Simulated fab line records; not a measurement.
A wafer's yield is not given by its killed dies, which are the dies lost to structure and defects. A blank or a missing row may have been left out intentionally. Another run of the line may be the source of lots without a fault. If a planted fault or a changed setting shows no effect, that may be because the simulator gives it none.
A lot that was struck, set against a sound lot + flow rit-cmos + 28 out of 202 route steps
Sound: the wafers L524.1, L524.3, L524.6. Struck: wafer L540.5. (L540.1, L540.6 of the same lot were not struck and are left out.) The cause comes at the end.
At each step with rows: each side's tool, then ch and its chambers, then its first start. Under that, the readings that differ: sound wafers + struck wafers + difference of the means + sigmas: that difference in standard deviations of wafers without a fault.
alike: readings with means less than 2 such deviations apart, plus words and numbers identical on both sides. not compared: withheld readings, readings lacking a value on some wafer, bounds such as >300 that could conceal the same value, and numbers that have no deviation in the record and whose values overlap.
The two part at a step that has a row with sigmas, a row that says differs or no value, or rows on one side only. When numbers do not overlap yet have no deviation, they are printed without sigmas and do not part them. A reading that every wafer of one side lacks parts them only if that side has two wafers or more.

RIT_SDANNEAL_RTA_03: time 5 s.
  sound on rtp-anneal-02 ch 0, day 3 12:11; struck on rtp-anneal-02 ch 0, day 7 00:57
  alike: anneal-temp-c-max, ramp-up-c-per-s, wafer_temp_C_max
RIT_SDANNEAL_RS_MEAS_04: the measuring method here is four-point-probe.
  struck on film-metro-04, day 7 01:06; sound on film-metro-04, day 3 12:15
  alike: PSD_RS
RIT_SDANNEAL_RS_MEAS_05: the measuring method here is four-point-probe.
  struck on film-metro-04, day 7 01:13; sound on film-metro-04, day 3 12:22
  alike: NSD_RS
RIT_SDANNEAL_RS_MEAS_06: the measuring method here is four-point-probe.
  struck on film-metro-04, day 7 01:20; sound on film-metro-04, day 3 12:29
  alike: PLDD_RS
RIT_SDANNEAL_RS_MEAS_07: the measuring method here is four-point-probe.
  struck on film-metro-04, day 7 01:28; sound on film-metro-04, day 3 12:37
  alike: NLDD_RS
then, 1 step without rows for these wafers: RIT_SILICIDE_WET_ETCH_00 (etches SiO2 in BOE, target depth 14 nm, time 15 s).
RIT_SILICIDE_SPUTTER_01: material Ti, target thk 30 nm, time 240 s.
  struck on pvd-sputter-02, day 7 01:36; sound on pvd-sputter-02, day 3 12:44
  alike: throttle-valve-pct
RIT_SILICIDE_RS_MEAS_02: the measuring method here is four-point-probe.
  struck on film-metro-02, day 7 01:45; sound on film-metro-03, day 3 12:53
  alike: SILICIDE_TI_RS
RIT_SILICIDE_THK_MEAS_03: measures by xrf.
  struck on film-metro-02, day 7 01:52; sound on film-metro-03, day 3 13:01
  alike: SILICIDE_TI_THK
RIT_SILICIDE_RTA_04: time 10 s, ramp up 5 s, ramp down 5 s.
  sound on rtp-anneal-01 ch 0, day 3 13:04; struck on rtp-anneal-01 ch 0, day 7 01:56
  alike: anneal-temp-c-max, wafer_temp_C_max
then, 1 step without rows for these wafers: RIT_SILICIDE_WET_ETCH_05 (etches Ti in SPM, time 120 s).
RIT_SILICIDE_RTA_06: time 10 s, ramp up 5 s, ramp down 10 s.
  sound on rtp-anneal-02 ch 0, day 3 13:11; struck on rtp-anneal-02 ch 0, day 7 02:05
  alike: anneal-temp-c-max, wafer_temp_C_max
RIT_CONTACT_CVD_00: deposits SiO2 from TEOS, target thk 400 nm, time 61 s.
  sound on pecvd-03 ch 0,1,2, day 3 13:14; struck on pecvd-04 ch 1, day 7 02:09
| reading                                  | sound             | struck | difference | sigmas |
|------------------------------------------|-------------------|--------|------------|--------|
| rf-fwd-power-W (W)                       | 395.4 398.1 396.6 | 393.1  | -3.6       | -2     |
| model.SiO2_of_CONTACT_CVD_00.thk-nm (nm) | 392.1 394.7 397.8 | 562.1  | +167.2     |        |
  alike: heater-power-w
RIT_CONTACT_THK_MEAS_01:
  struck on film-metro-01, day 7 02:13; sound on film-metro-01, day 3 13:17
| reading               | sound       | struck | difference | sigmas |
|-----------------------|-------------|--------|------------|--------|
| CONTACT_TEOS_THK (nm) | 392 395 398 | 562    | +167       | +30    |
then, 6 steps without rows for these wafers: RIT_CONTACT_HMDS_02 (prime time 60 s); RIT_CONTACT_COAT_03 (resist thk 1000 nm); RIT_CONTACT_SOFTBAKE_04 (time 60 s); RIT_CONTACT_EXPOSE_05 (exposes mask M11, target cd 1000 nm); RIT_CONTACT_PEB_06; RIT_CONTACT_DEVELOP_07 (develop time 120 s).
RIT_CONTACT_CD_MEAS_08: target cd 1000 nm.
  struck on cd-sem-01, day 7 03:29; sound on cd-sem-02, day 3 14:19
  alike: cd-nm
RIT_CONTACT_OVL_MEAS_09:
  struck on overlay-01, day 7 03:36; sound on overlay-01, day 3 14:26
  alike: CONTACT_OVL
then, 1 step without rows for these wafers: RIT_CONTACT_HARDBAKE_10 (time 60 s).
RIT_CONTACT_ETCH_11: etches SiO2 in CHF3/CF4/Ar, stops on TiSi2, target depth 480 nm, time 320 s.
  sound on rie-diel-04 ch 0,1,3, day 3 14:38; struck on rie-diel-02 ch 1, day 7 03:50
| reading                             | sound             | struck | difference | sigmas |
|-------------------------------------|-------------------|--------|------------|--------|
| rf-fwd-power-W (W)                  | 199.9 200.0 199.7 | 198.3  | -1.6       | -3     |
| model.etch.depth-nm (nm)            | 392.1 394.7 397.8 | 471.4  | +76.5      |        |
| model.CONTACT.feature-depth-nm (nm) | 392.1 394.7 397.8 | 471.4  | +76.5      |        |
  alike: drypump-motor-current-A, oes-product-au, throttle-valve-pct
  not compared: rf-hours-counter-h
RIT_CONTACT_STRIP_12: strips in O2, time 180 s.
  sound on plasma-asher-04 ch 0,1, day 3 14:49; struck on plasma-asher-03 ch 1, day 7 04:02
  alike: drypump-motor-current-A
  not compared: rf-hours-counter-h
RIT_CONTACT_CD_MEAS_90: target cd 1000 nm.
  struck on cd-sem-01, day 7 04:13; sound on cd-sem-02, day 3 15:00
  alike: cd-nm
RIT_CONTACT_CLEAN_13: cleans in SC1, time 600 s.
  sound on wet-bench-01 ch 0, day 3 15:07; struck on wet-bench-01 ch 2, day 7 04:20
| reading                                  | sound           | struck | difference | sigmas |
|------------------------------------------|-----------------|--------|------------|--------|
| model.SiO2_of_CONTACT_CVD_00.thk-nm (nm) | 388 390.6 393.7 | 558    | +167       |        |
then, 1 step without rows for these wafers: RIT_CONTACT_CLEAN_14 (cleans in SC2, time 600 s).

## WHERE THEY PART
At RIT_CONTACT_CVD_00 first; at RIT_CONTACT_ETCH_11 last (within this record only). Later steps at which nothing parts them and some readings are alike: RIT_CONTACT_STRIP_12, RIT_CONTACT_CD_MEAS_90.

WHY: whatever the simulator had introduced
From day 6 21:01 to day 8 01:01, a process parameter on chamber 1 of pecvd-04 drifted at RIT_CONTACT_CVD_00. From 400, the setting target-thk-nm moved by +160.
